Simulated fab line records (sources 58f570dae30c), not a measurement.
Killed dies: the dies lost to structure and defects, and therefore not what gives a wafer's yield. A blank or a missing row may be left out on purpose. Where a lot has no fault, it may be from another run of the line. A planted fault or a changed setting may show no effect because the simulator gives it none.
fab line records || flow berkeley_cmos170
[record] {"lots": 14, "wafers": 42, "last_day": 12}
route steps=331 shown NWELL@22 PWELL@47 SACOX@99 V1@267
lots untouched by any fault: they come from a run of this same line in which no faults occurred
start_h: hours from the record's first day to the start of the lot's first wafer shown || wait_h: time in hours since the lot's previous step || " unchanged from the row above || L1.1+2: a single row standing in for several wafers || - either no value or no given start || * or withheld: withheld || < > ~ a bound
route shown NAME@n: NAME is a module with steps in the file, n the number in the route of the first one || usual: the fault-free wafers' mean and standard deviation || same: alike in all rows || chamber/n: place in a boat || sites: readings site by site || _std_site: how widely they spread, as a standard deviation || _edge_site: the outer-site mean with the inner-site mean subtracted || radius_mm: how far each site lies from the wafer's centre || mask NAME#n: copy n || behind: the most recent tool/chamber to have shaped the wafer || hold: why the lot was held/for how many hours/how that ended || device: the transistor (n, p or np) that didn't switch || end of line: the same wafers' tests at the end of the route || a step with no rows: only its recipe || killed: count of dies lost to structure and defects at first sort (not the wafer's yield) || map: a wafer's dies, x killed, . not, _ none there
set.NAME: the setting that was run; set.NAME@STEP: the one run at that earlier step || model.NAME: the simulator's own value behind a step, which no gauge read
one table for each step of the route and one row for each wafer, over a sample of lots
[[steps]]
[step UCB170_NWELL_SOFTBAKE_08]
[recipe] {"resist": "KrF", "temp_c": 130, "time_s": 60}
[usual] {"run_length_s": "89.11/0.19"}
{"lot.wafer": "L134.1", "tool": "litho_track-04", "chamber": 0, "start_h": 34.13, "wait_h": 0.1, "run_length_s": 88.91}
{"lot.wafer": "L134.3", "tool": "litho_track-04", "chamber": 0, "start_h": 34.13, "wait_h": 0.1, "run_length_s": 88.95}
{"lot.wafer": "L134.5", "tool": "litho_track-04", "chamber": 0, "start_h": 34.13, "wait_h": 0.1, "run_length_s": 89.14}
{"lot.wafer": "L137.1", "tool": "litho_track-03", "chamber": 0, "start_h": 43.52, "wait_h": 0.1, "run_length_s": 88.93}
{"lot.wafer": "L137.4", "tool": "litho_track-03", "chamber": 0, "start_h": 43.52, "wait_h": 0.1, "run_length_s": 89.02}
{"lot.wafer": "L137.5", "tool": "litho_track-03", "chamber": 0, "start_h": 43.52, "wait_h": 0.1, "run_length_s": 89.08}
{"lot.wafer": "L136.3", "tool": "litho_track-01", "chamber": 0, "start_h": 47.01, "wait_h": 0.1, "run_length_s": 89.23}
{"lot.wafer": "L136.4", "tool": "litho_track-01", "chamber": 0, "start_h": 47.01, "wait_h": 0.1, "run_length_s": 89.30}
{"lot.wafer": "L136.6", "tool": "litho_track-01", "chamber": 0, "start_h": 47.01, "wait_h": 0.1, "run_length_s": 89.26}
{"lot.wafer": "L138.1", "tool": "litho_track-03", "chamber": 0, "start_h": 60.11, "wait_h": 0.1, "run_length_s": 89.03}
{"lot.wafer": "L138.4", "tool": "litho_track-03", "chamber": 0, "start_h": 60.11, "wait_h": 0.1, "run_length_s": 89.03}
{"lot.wafer": "L138.6", "tool": "litho_track-03", "chamber": 0, "start_h": 60.11, "wait_h": 0.1, "run_length_s": 89.30}
{"lot.wafer": "L139.2", "tool": "litho_track-04", "chamber": 0, "start_h": 60.37, "wait_h": 0.1, "run_length_s": 89.03}
{"lot.wafer": "L139.4", "tool": "litho_track-04", "chamber": 0, "start_h": 60.37, "wait_h": 0.1, "run_length_s": 89.12}
{"lot.wafer": "L139.5", "tool": "litho_track-04", "chamber": 0, "start_h": 60.37, "wait_h": 0.1, "run_length_s": 89.00}
{"lot.wafer": "L142.1", "tool": "litho_track-04", "chamber": 0, "start_h": 75.76, "wait_h": 0.1, "run_length_s": 89.21}
{"lot.wafer": "L142.3", "tool": "litho_track-04", "chamber": 0, "start_h": 75.76, "wait_h": 0.1, "run_length_s": 89.02}
{"lot.wafer": "L142.6", "tool": "litho_track-04", "chamber": 0, "start_h": 75.76, "wait_h": 0.1, "run_length_s": 89.02}
{"lot.wafer": "L143.2", "tool": "litho_track-04", "chamber": 0, "start_h": 82.20, "wait_h": 0.1, "run_length_s": 88.92}
{"lot.wafer": "L143.4", "tool": "litho_track-04", "chamber": 0, "start_h": 82.20, "wait_h": 0.1, "run_length_s": 88.91}
{"lot.wafer": "L143.5", "tool": "litho_track-04", "chamber": 0, "start_h": 82.20, "wait_h": 0.1, "run_length_s": 88.95}
{"lot.wafer": "L144.1", "tool": "litho_track-03", "chamber": 0, "start_h": 82.52, "wait_h": 0.1, "run_length_s": 89.03}
{"lot.wafer": "L144.4", "tool": "litho_track-03", "chamber": 0, "start_h": 82.52, "wait_h": 0.1, "run_length_s": 89.03}
{"lot.wafer": "L144.6", "tool": "litho_track-03", "chamber": 0, "start_h": 82.52, "wait_h": 0.1, "run_length_s": 89.24}
{"lot.wafer": "L148.1", "tool": "litho_track-04", "chamber": 0, "start_h": 100.55, "wait_h": 0.1, "run_length_s": 91.86}
{"lot.wafer": "L148.2", "tool": "litho_track-04", "chamber": 0, "start_h": 100.55, "wait_h": 0.1, "run_length_s": 91.60}
{"lot.wafer": "L148.6", "tool": "litho_track-04", "chamber": 0, "start_h": 100.55, "wait_h": 0.1, "run_length_s": 91.62}
{"lot.wafer": "L150.3", "tool": "litho_track-04", "chamber": 0, "start_h": 110.65, "wait_h": 0.1, "run_length_s": 91.59}
{"lot.wafer": "L150.5", "tool": "litho_track-04", "chamber": 0, "start_h": 110.65, "wait_h": 0.1, "run_length_s": 91.60}
{"lot.wafer": "L150.6", "tool": "litho_track-04", "chamber": 0, "start_h": 110.65, "wait_h": 0.1, "run_length_s": 91.71}
{"lot.wafer": "L152.1", "tool": "litho_track-01", "chamber": 0, "start_h": 120.67, "wait_h": 0.1, "run_length_s": 89.22}
{"lot.wafer": "L152.2", "tool": "litho_track-01", "chamber": 0, "start_h": 120.67, "wait_h": 0.1, "run_length_s": 89.48}
{"lot.wafer": "L152.5", "tool": "litho_track-01", "chamber": 0, "start_h": 120.67, "wait_h": 0.1, "run_length_s": 89.35}
{"lot.wafer": "L153.1", "tool": "litho_track-01", "chamber": 0, "start_h": 126.84, "wait_h": 0.1, "run_length_s": 89.40}
{"lot.wafer": "L153.2", "tool": "litho_track-01", "chamber": 0, "start_h": 126.84, "wait_h": 0.1, "run_length_s": 89.25}
{"lot.wafer": "L153.3", "tool": "litho_track-01", "chamber": 0, "start_h": 126.84, "wait_h": 0.1, "run_length_s": 89.34}
{"lot.wafer": "L154.2", "tool": "litho_track-01", "chamber": 0, "start_h": 135.36, "wait_h": 0.1, "run_length_s": 89.33}
{"lot.wafer": "L154.4", "tool": "litho_track-01", "chamber": 0, "start_h": 135.36, "wait_h": 0.1, "run_length_s": 89.35}
{"lot.wafer": "L154.6", "tool": "litho_track-01", "chamber": 0, "start_h": 135.36, "wait_h": 0.1, "run_length_s": 89.36}
{"lot.wafer": "L155.1", "tool": "litho_track-01", "chamber": 0, "start_h": 137.95, "wait_h": 0.1, "run_length_s": 89.40}
{"lot.wafer": "L155.2", "tool": "litho_track-01", "chamber": 0, "start_h": 137.95, "wait_h": 0.1, "run_length_s": 89.34}
{"lot.wafer": "L155.4", "tool": "litho_track-01", "chamber": 0, "start_h": 137.95, "wait_h": 0.1, "run_length_s": 89.49}
[step UCB170_PWELL_OVL_MEAS_13]
[usual] {"PWELL_OVL": "-2/5.7"}
{"lot.wafer": "L134.1", "tool": "overlay-01", "chamber": "-", "start_h": 52.97, "wait_h": "-", "PWELL_OVL[nm]": -11}
{"lot.wafer": "L134.3", "tool": "overlay-01", "chamber": "-", "start_h": 52.97, "wait_h": "-", "PWELL_OVL[nm]": -1}
{"lot.wafer": "L134.5", "tool": "overlay-01", "chamber": "-", "start_h": 52.97, "wait_h": "-", "PWELL_OVL[nm]": -12}
{"lot.wafer": "L137.1", "tool": "overlay-02", "chamber": "-", "start_h": 64.31, "wait_h": "-", "PWELL_OVL[nm]": -2}
{"lot.wafer": "L137.4", "tool": "overlay-02", "chamber": "-", "start_h": 64.31, "wait_h": "-", "PWELL_OVL[nm]": -8}
{"lot.wafer": "L137.5", "tool": "overlay-02", "chamber": "-", "start_h": 64.31, "wait_h": "-", "PWELL_OVL[nm]": -1}
{"lot.wafer": "L136.3", "tool": "overlay-01", "chamber": "-", "start_h": 64.59, "wait_h": "-", "PWELL_OVL[nm]": 5}
{"lot.wafer": "L136.4", "tool": "overlay-01", "chamber": "-", "start_h": 64.59, "wait_h": "-", "PWELL_OVL[nm]": -1}
{"lot.wafer": "L136.6", "tool": "overlay-01", "chamber": "-", "start_h": 64.59, "wait_h": "-", "PWELL_OVL[nm]": -1}
{"lot.wafer": "L138.1", "tool": "overlay-02", "chamber": "-", "start_h": 85.83, "wait_h": "-", "PWELL_OVL[nm]": -16}
{"lot.wafer": "L138.4", "tool": "overlay-02", "chamber": "-", "start_h": 85.83, "wait_h": "-", "PWELL_OVL[nm]": -6}
{"lot.wafer": "L138.6", "tool": "overlay-02", "chamber": "-", "start_h": 85.83, "wait_h": "-", "PWELL_OVL[nm]": -3}
{"lot.wafer": "L139.2", "tool": "overlay-02", "chamber": "-", "start_h": 86.15, "wait_h": "-", "PWELL_OVL[nm]": -6}
{"lot.wafer": "L139.4", "tool": "overlay-02", "chamber": "-", "start_h": 86.15, "wait_h": "-", "PWELL_OVL[nm]": -6}
{"lot.wafer": "L139.5", "tool": "overlay-02", "chamber": "-", "start_h": 86.15, "wait_h": "-", "PWELL_OVL[nm]": -9}
{"lot.wafer": "L142.1", "tool": "overlay-01", "chamber": "-", "start_h": 96.63, "wait_h": "-", "PWELL_OVL[nm]": -2}
{"lot.wafer": "L142.3", "tool": "overlay-01", "chamber": "-", "start_h": 96.63, "wait_h": "-", "PWELL_OVL[nm]": 9}
{"lot.wafer": "L142.6", "tool": "overlay-01", "chamber": "-", "start_h": 96.63, "wait_h": "-", "PWELL_OVL[nm]": 6}
{"lot.wafer": "L144.1", "tool": "overlay-01", "chamber": "-", "start_h": 100.88, "wait_h": "-", "PWELL_OVL[nm]": -5}
{"lot.wafer": "L144.4", "tool": "overlay-01", "chamber": "-", "start_h": 100.88, "wait_h": "-", "PWELL_OVL[nm]": -10}
{"lot.wafer": "L144.6", "tool": "overlay-01", "chamber": "-", "start_h": 100.88, "wait_h": "-", "PWELL_OVL[nm]": -8}
{"lot.wafer": "L143.2", "tool": "overlay-02", "chamber": "-", "start_h": 101.16, "wait_h": "-", "PWELL_OVL[nm]": 2}
{"lot.wafer": "L143.4", "tool": "overlay-02", "chamber": "-", "start_h": 101.16, "wait_h": "-", "PWELL_OVL[nm]": 1}
{"lot.wafer": "L143.5", "tool": "overlay-02", "chamber": "-", "start_h": 101.16, "wait_h": "-", "PWELL_OVL[nm]": -5}
{"lot.wafer": "L148.1", "tool": "overlay-01", "chamber": "-", "start_h": 119.92, "wait_h": "-", "PWELL_OVL[nm]": 7}
{"lot.wafer": "L148.2", "tool": "overlay-01", "chamber": "-", "start_h": 119.92, "wait_h": "-", "PWELL_OVL[nm]": 2}
{"lot.wafer": "L148.6", "tool": "overlay-01", "chamber": "-", "start_h": 119.92, "wait_h": "-", "PWELL_OVL[nm]": 10}
{"lot.wafer": "L150.3", "tool": "overlay-02", "chamber": "-", "start_h": 128.34, "wait_h": "-", "PWELL_OVL[nm]": 7}
{"lot.wafer": "L150.5", "tool": "overlay-02", "chamber": "-", "start_h": 128.34, "wait_h": "-", "PWELL_OVL[nm]": 0}
{"lot.wafer": "L150.6", "tool": "overlay-02", "chamber": "-", "start_h": 128.34, "wait_h": "-", "PWELL_OVL[nm]": 0}
{"lot.wafer": "L152.1", "tool": "overlay-02", "chamber": "-", "start_h": 142.48, "wait_h": "-", "PWELL_OVL[nm]": -8}
{"lot.wafer": "L152.2", "tool": "overlay-02", "chamber": "-", "start_h": 142.48, "wait_h": "-", "PWELL_OVL[nm]": -7}
{"lot.wafer": "L152.5", "tool": "overlay-02", "chamber": "-", "start_h": 142.48, "wait_h": "-", "PWELL_OVL[nm]": -5}
{"lot.wafer": "L153.1", "tool": "overlay-01", "chamber": "-", "start_h": 142.74, "wait_h": "-", "PWELL_OVL[nm]": 0}
{"lot.wafer": "L153.2", "tool": "overlay-01", "chamber": "-", "start_h": 142.74, "wait_h": "-", "PWELL_OVL[nm]": -1}
{"lot.wafer": "L153.3", "tool": "overlay-01", "chamber": "-", "start_h": 142.74, "wait_h": "-", "PWELL_OVL[nm]": 4}
{"lot.wafer": "L155.1", "tool": "overlay-01", "chamber": "-", "start_h": 155.03, "wait_h": "-", "PWELL_OVL[nm]": 12}
{"lot.wafer": "L155.2", "tool": "overlay-01", "chamber": "-", "start_h": 155.03, "wait_h": "-", "PWELL_OVL[nm]": 1}
{"lot.wafer": "L155.4", "tool": "overlay-01", "chamber": "-", "start_h": 155.03, "wait_h": "-", "PWELL_OVL[nm]": 4}
{"lot.wafer": "L154.2", "tool": "overlay-02", "chamber": "-", "start_h": 155.31, "wait_h": "-", "PWELL_OVL[nm]": -11}
{"lot.wafer": "L154.4", "tool": "overlay-02", "chamber": "-", "start_h": 155.31, "wait_h": "-", "PWELL_OVL[nm]": -12}
{"lot.wafer": "L154.6", "tool": "overlay-02", "chamber": "-", "start_h": 155.31, "wait_h": "-", "PWELL_OVL[nm]": -9}
[step UCB170_SACOX_THK_MEAS_02]
[recipe] {"reads": "SiO2_of_SACOX_OXIDATION_01"}
[usual] {"SACOX_OXIDE_THK": "14.50/0.24"}
{"lot.wafer": "L134.1", "tool": "film_metro-04", "chamber": "-", "start_h": 108.18, "wait_h": 0.0, "SACOX_OXIDE_THK[nm]": 14.65}
{"lot.wafer": "L134.3", "tool": "film_metro-04", "chamber": "-", "start_h": 108.18, "wait_h": 0.0, "SACOX_OXIDE_THK[nm]": 14.62}
{"lot.wafer": "L134.5", "tool": "film_metro-04", "chamber": "-", "start_h": 108.18, "wait_h": 0.0, "SACOX_OXIDE_THK[nm]": 14.44}
{"lot.wafer": "L137.1", "tool": "film_metro-01", "chamber": "-", "start_h": 122.22, "wait_h": 0.0, "SACOX_OXIDE_THK[nm]": 14.64}
{"lot.wafer": "L137.4", "tool": "film_metro-01", "chamber": "-", "start_h": 122.22, "wait_h": 0.0, "SACOX_OXIDE_THK[nm]": 14.18}
{"lot.wafer": "L137.5", "tool": "film_metro-01", "chamber": "-", "start_h": 122.22, "wait_h": 0.0, "SACOX_OXIDE_THK[nm]": 14.60}
{"lot.wafer": "L136.3", "tool": "film_metro-02", "chamber": "-", "start_h": 122.24, "wait_h": 0.0, "SACOX_OXIDE_THK[nm]": 14.54}
{"lot.wafer": "L136.4", "tool": "film_metro-02", "chamber": "-", "start_h": 122.24, "wait_h": 0.0, "SACOX_OXIDE_THK[nm]": 14.64}
{"lot.wafer": "L136.6", "tool": "film_metro-02", "chamber": "-", "start_h": 122.24, "wait_h": 0.0, "SACOX_OXIDE_THK[nm]": 14.57}
{"lot.wafer": "L138.1", "tool": "film_metro-02", "chamber": "-", "start_h": 144.59, "wait_h": 0.0, "SACOX_OXIDE_THK[nm]": 14.34}
{"lot.wafer": "L138.4", "tool": "film_metro-02", "chamber": "-", "start_h": 144.59, "wait_h": 0.0, "SACOX_OXIDE_THK[nm]": 14.16}
{"lot.wafer": "L138.6", "tool": "film_metro-02", "chamber": "-", "start_h": 144.59, "wait_h": 0.0, "SACOX_OXIDE_THK[nm]": 14.25}
{"lot.wafer": "L139.2", "tool": "film_metro-04", "chamber": "-", "start_h": 144.60, "wait_h": 0.0, "SACOX_OXIDE_THK[nm]": 14.46}
{"lot.wafer": "L139.4", "tool": "film_metro-04", "chamber": "-", "start_h": 144.60, "wait_h": 0.0, "SACOX_OXIDE_THK[nm]": 14.54}
{"lot.wafer": "L139.5", "tool": "film_metro-04", "chamber": "-", "start_h": 144.60, "wait_h": 0.0, "SACOX_OXIDE_THK[nm]": 14.50}
{"lot.wafer": "L142.1", "tool": "film_metro-01", "chamber": "-", "start_h": 151.39, "wait_h": 0.0, "SACOX_OXIDE_THK[nm]": 14.38}
{"lot.wafer": "L142.3", "tool": "film_metro-01", "chamber": "-", "start_h": 151.39, "wait_h": 0.0, "SACOX_OXIDE_THK[nm]": 14.35}
{"lot.wafer": "L142.6", "tool": "film_metro-01", "chamber": "-", "start_h": 151.39, "wait_h": 0.0, "SACOX_OXIDE_THK[nm]": 14.29}
{"lot.wafer": "L143.2", "tool": "film_metro-04", "chamber": "-", "start_h": 151.40, "wait_h": 0.0, "SACOX_OXIDE_THK[nm]": 14.65}
{"lot.wafer": "L143.4", "tool": "film_metro-04", "chamber": "-", "start_h": 151.40, "wait_h": 0.0, "SACOX_OXIDE_THK[nm]": 14.86}
{"lot.wafer": "L143.5", "tool": "film_metro-04", "chamber": "-", "start_h": 151.40, "wait_h": 0.0, "SACOX_OXIDE_THK[nm]": 14.72}
{"lot.wafer": "L144.1", "tool": "film_metro-01", "chamber": "-", "start_h": 151.45, "wait_h": 0.1, "SACOX_OXIDE_THK[nm]": 14.45}
{"lot.wafer": "L144.4", "tool": "film_metro-01", "chamber": "-", "start_h": 151.45, "wait_h": 0.1, "SACOX_OXIDE_THK[nm]": 14.88}
{"lot.wafer": "L144.6", "tool": "film_metro-01", "chamber": "-", "start_h": 151.45, "wait_h": 0.1, "SACOX_OXIDE_THK[nm]": 14.73}
{"lot.wafer": "L148.1", "tool": "film_metro-01", "chamber": "-", "start_h": 171.91, "wait_h": 0.0, "SACOX_OXIDE_THK[nm]": 14.33}
{"lot.wafer": "L148.2", "tool": "film_metro-01", "chamber": "-", "start_h": 171.91, "wait_h": 0.0, "SACOX_OXIDE_THK[nm]": 14.21}
{"lot.wafer": "L148.6", "tool": "film_metro-01", "chamber": "-", "start_h": 171.91, "wait_h": 0.0, "SACOX_OXIDE_THK[nm]": 14.18}
{"lot.wafer": "L150.3", "tool": "film_metro-01", "chamber": "-", "start_h": 171.99, "wait_h": 0.1, "SACOX_OXIDE_THK[nm]": 14.75}
{"lot.wafer": "L150.5", "tool": "film_metro-01", "chamber": "-", "start_h": 171.99, "wait_h": 0.1, "SACOX_OXIDE_THK[nm]": 14.66}
{"lot.wafer": "L150.6", "tool": "film_metro-01", "chamber": "-", "start_h": 171.99, "wait_h": 0.1, "SACOX_OXIDE_THK[nm]": 14.28}
{"lot.wafer": "L153.1", "tool": "film_metro-02", "chamber": "-", "start_h": 195.12, "wait_h": 0.0, "SACOX_OXIDE_THK[nm]": 14.43}
{"lot.wafer": "L153.2", "tool": "film_metro-02", "chamber": "-", "start_h": 195.12, "wait_h": 0.0, "SACOX_OXIDE_THK[nm]": 14.44}
{"lot.wafer": "L153.3", "tool": "film_metro-02", "chamber": "-", "start_h": 195.12, "wait_h": 0.0, "SACOX_OXIDE_THK[nm]": 14.39}
{"lot.wafer": "L152.1", "tool": "film_metro-01", "chamber": "-", "start_h": 195.16, "wait_h": 0.0, "SACOX_OXIDE_THK[nm]": 13.98}
{"lot.wafer": "L152.2", "tool": "film_metro-01", "chamber": "-", "start_h": 195.16, "wait_h": 0.0, "SACOX_OXIDE_THK[nm]": 14.15}
{"lot.wafer": "L152.5", "tool": "film_metro-01", "chamber": "-", "start_h": 195.16, "wait_h": 0.0, "SACOX_OXIDE_THK[nm]": 14.41}
{"lot.wafer": "L154.2", "tool": "film_metro-04", "chamber": "-", "start_h": 209.71, "wait_h": 0.0, "SACOX_OXIDE_THK[nm]": 14.67}
{"lot.wafer": "L154.4", "tool": "film_metro-04", "chamber": "-", "start_h": 209.71, "wait_h": 0.0, "SACOX_OXIDE_THK[nm]": 14.76}
{"lot.wafer": "L154.6", "tool": "film_metro-04", "chamber": "-", "start_h": 209.71, "wait_h": 0.0, "SACOX_OXIDE_THK[nm]": 14.87}
{"lot.wafer": "L155.1", "tool": "film_metro-02", "chamber": "-", "start_h": 209.73, "wait_h": 0.0, "SACOX_OXIDE_THK[nm]": 14.18}
{"lot.wafer": "L155.2", "tool": "film_metro-02", "chamber": "-", "start_h": 209.73, "wait_h": 0.0, "SACOX_OXIDE_THK[nm]": 14.53}
{"lot.wafer": "L155.4", "tool": "film_metro-02", "chamber": "-", "start_h": 209.73, "wait_h": 0.0, "SACOX_OXIDE_THK[nm]": 14.18}
[step UCB170_V1_OVL_MEAS_13]
[usual] {"V1_OVL": "-1/4.7"}
{"lot.wafer": "L134.1", "tool": "overlay-01", "chamber": "-", "start_h": 165.68, "wait_h": 0.1, "V1_OVL[nm]": -3}
{"lot.wafer": "L134.3", "tool": "overlay-01", "chamber": "-", "start_h": 165.68, "wait_h": 0.1, "V1_OVL[nm]": -1}
{"lot.wafer": "L134.5", "tool": "overlay-01", "chamber": "-", "start_h": 165.68, "wait_h": 0.1, "V1_OVL[nm]": -5}
{"lot.wafer": "L137.1", "tool": "overlay-02", "chamber": "-", "start_h": 174.76, "wait_h": 0.1, "V1_OVL[nm]": -3}
{"lot.wafer": "L137.4", "tool": "overlay-02", "chamber": "-", "start_h": 174.76, "wait_h": 0.1, "V1_OVL[nm]": 0}
{"lot.wafer": "L137.5", "tool": "overlay-02", "chamber": "-", "start_h": 174.76, "wait_h": 0.1, "V1_OVL[nm]": -4}
{"lot.wafer": "L136.3", "tool": "overlay-02", "chamber": "-", "start_h": 176.08, "wait_h": 0.1, "V1_OVL[nm]": 8}
{"lot.wafer": "L136.4", "tool": "overlay-02", "chamber": "-", "start_h": 176.08, "wait_h": 0.1, "V1_OVL[nm]": 10}
{"lot.wafer": "L136.6", "tool": "overlay-02", "chamber": "-", "start_h": 176.08, "wait_h": 0.1, "V1_OVL[nm]": 4}
{"lot.wafer": "L139.2", "tool": "overlay-02", "chamber": "-", "start_h": 193.71, "wait_h": 0.1, "V1_OVL[nm]": -6}
{"lot.wafer": "L139.4", "tool": "overlay-02", "chamber": "-", "start_h": 193.71, "wait_h": 0.1, "V1_OVL[nm]": -1}
{"lot.wafer": "L139.5", "tool": "overlay-02", "chamber": "-", "start_h": 193.71, "wait_h": 0.1, "V1_OVL[nm]": -5}
{"lot.wafer": "L138.1", "tool": "overlay-01", "chamber": "-", "start_h": 195.27, "wait_h": 0.1, "V1_OVL[nm]": 1}
{"lot.wafer": "L138.4", "tool": "overlay-01", "chamber": "-", "start_h": 195.27, "wait_h": 0.1, "V1_OVL[nm]": 1}
{"lot.wafer": "L138.6", "tool": "overlay-01", "chamber": "-", "start_h": 195.27, "wait_h": 0.1, "V1_OVL[nm]": -1}
{"lot.wafer": "L144.1", "tool": "overlay-02", "chamber": "-", "start_h": 206.13, "wait_h": 0.1, "V1_OVL[nm]": 1}
{"lot.wafer": "L144.4", "tool": "overlay-02", "chamber": "-", "start_h": 206.13, "wait_h": 0.1, "V1_OVL[nm]": 3}
{"lot.wafer": "L144.6", "tool": "overlay-02", "chamber": "-", "start_h": 206.13, "wait_h": 0.1, "V1_OVL[nm]": 2}
{"lot.wafer": "L143.2", "tool": "overlay-02", "chamber": "-", "start_h": 206.40, "wait_h": 0.1, "V1_OVL[nm]": -6}
{"lot.wafer": "L143.4", "tool": "overlay-02", "chamber": "-", "start_h": 206.40, "wait_h": 0.1, "V1_OVL[nm]": 0}
{"lot.wafer": "L143.5", "tool": "overlay-02", "chamber": "-", "start_h": 206.40, "wait_h": 0.1, "V1_OVL[nm]": -1}
{"lot.wafer": "L142.1", "tool": "overlay-01", "chamber": "-", "start_h": 206.66, "wait_h": 0.1, "V1_OVL[nm]": 2}
{"lot.wafer": "L142.3", "tool": "overlay-01", "chamber": "-", "start_h": 206.66, "wait_h": 0.1, "V1_OVL[nm]": 4}
{"lot.wafer": "L142.6", "tool": "overlay-01", "chamber": "-", "start_h": 206.66, "wait_h": 0.1, "V1_OVL[nm]": 0}
{"lot.wafer": "L150.3", "tool": "overlay-01", "chamber": "-", "start_h": 235.67, "wait_h": 0.1, "V1_OVL[nm]": 5}
{"lot.wafer": "L150.5", "tool": "overlay-01", "chamber": "-", "start_h": 235.67, "wait_h": 0.1, "V1_OVL[nm]": 0}
{"lot.wafer": "L150.6", "tool": "overlay-01", "chamber": "-", "start_h": 235.67, "wait_h": 0.1, "V1_OVL[nm]": 3}
{"lot.wafer": "L148.1", "tool": "overlay-01", "chamber": "-", "start_h": 240.68, "wait_h": 0.1, "V1_OVL[nm]": -2}
{"lot.wafer": "L148.2", "tool": "overlay-01", "chamber": "-", "start_h": 240.68, "wait_h": 0.1, "V1_OVL[nm]": -1}
{"lot.wafer": "L148.6", "tool": "overlay-01", "chamber": "-", "start_h": 240.68, "wait_h": 0.1, "V1_OVL[nm]": -1}
{"lot.wafer": "L152.1", "tool": "overlay-02", "chamber": "-", "start_h": 256.98, "wait_h": 0.1, "V1_OVL[nm]": 0}
{"lot.wafer": "L152.2", "tool": "overlay-02", "chamber": "-", "start_h": 256.98, "wait_h": 0.1, "V1_OVL[nm]": -10}
{"lot.wafer": "L152.5", "tool": "overlay-02", "chamber": "-", "start_h": 256.98, "wait_h": 0.1, "V1_OVL[nm]": -8}
{"lot.wafer": "L153.1", "tool": "overlay-01", "chamber": "-", "start_h": 257.13, "wait_h": 0.1, "V1_OVL[nm]": 0}
{"lot.wafer": "L153.2", "tool": "overlay-01", "chamber": "-", "start_h": 257.13, "wait_h": 0.1, "V1_OVL[nm]": 1}
{"lot.wafer": "L153.3", "tool": "overlay-01", "chamber": "-", "start_h": 257.13, "wait_h": 0.1, "V1_OVL[nm]": 3}
{"lot.wafer": "L154.2", "tool": "overlay-01", "chamber": "-", "start_h": 268.17, "wait_h": 0.1, "V1_OVL[nm]": 2}
{"lot.wafer": "L154.4", "tool": "overlay-01", "chamber": "-", "start_h": 268.17, "wait_h": 0.1, "V1_OVL[nm]": -3}
{"lot.wafer": "L154.6", "tool": "overlay-01", "chamber": "-", "start_h": 268.17, "wait_h": 0.1, "V1_OVL[nm]": 0}
{"lot.wafer": "L155.1", "tool": "overlay-01", "chamber": "-", "start_h": 269.37, "wait_h": 0.1, "V1_OVL[nm]": -5}
{"lot.wafer": "L155.2", "tool": "overlay-01", "chamber": "-", "start_h": 269.37, "wait_h": 0.1, "V1_OVL[nm]": 1}
{"lot.wafer": "L155.4", "tool": "overlay-01", "chamber": "-", "start_h": 269.37, "wait_h": 0.1, "V1_OVL[nm]": -2}
[[key]]
[first_sign] {"step": "UCB170_NWELL_SOFTBAKE_08", "reading": "run_length_s", "direction": "up", "sigmas": 13, "usual": "*", "struck": "*"}
effect none on later readings
met_at UCB170_NWELL_SOFTBAKE_08
struck_lots L148,L150
sort_left_out L150.3,L150.5,L150.6
tester_left_out L148,L150
not_acting_at UCB170_PWELL_OVL_MEAS_13,UCB170_SACOX_THK_MEAS_02,UCB170_V1_OVL_MEAS_13
onset_between 82.20 100.55
[fault] {"kind": "process_parameter_drift", "tool": "litho_track-04", "chamber": "-", "onset_h": 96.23, "steps": "UCB170_NWELL_SOFTBAKE_08", "channel": "time_s", "offset": "*", "shape": "step", "end_h": 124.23, "acts_in": "*", "stated": "*"}
// tester_left_out: of these lots the tester's yield and bins aren't shown, on N5 and GAA mostly nor the transistor test; their killed dies are dies lost to structure and defects alone, not to doping, threshold or leakage, so they don't give the yield
// sort_left_out: the simulated sort isn't trusted on such a fault, so these wafers' sort isn't shown, and their yield isn't known
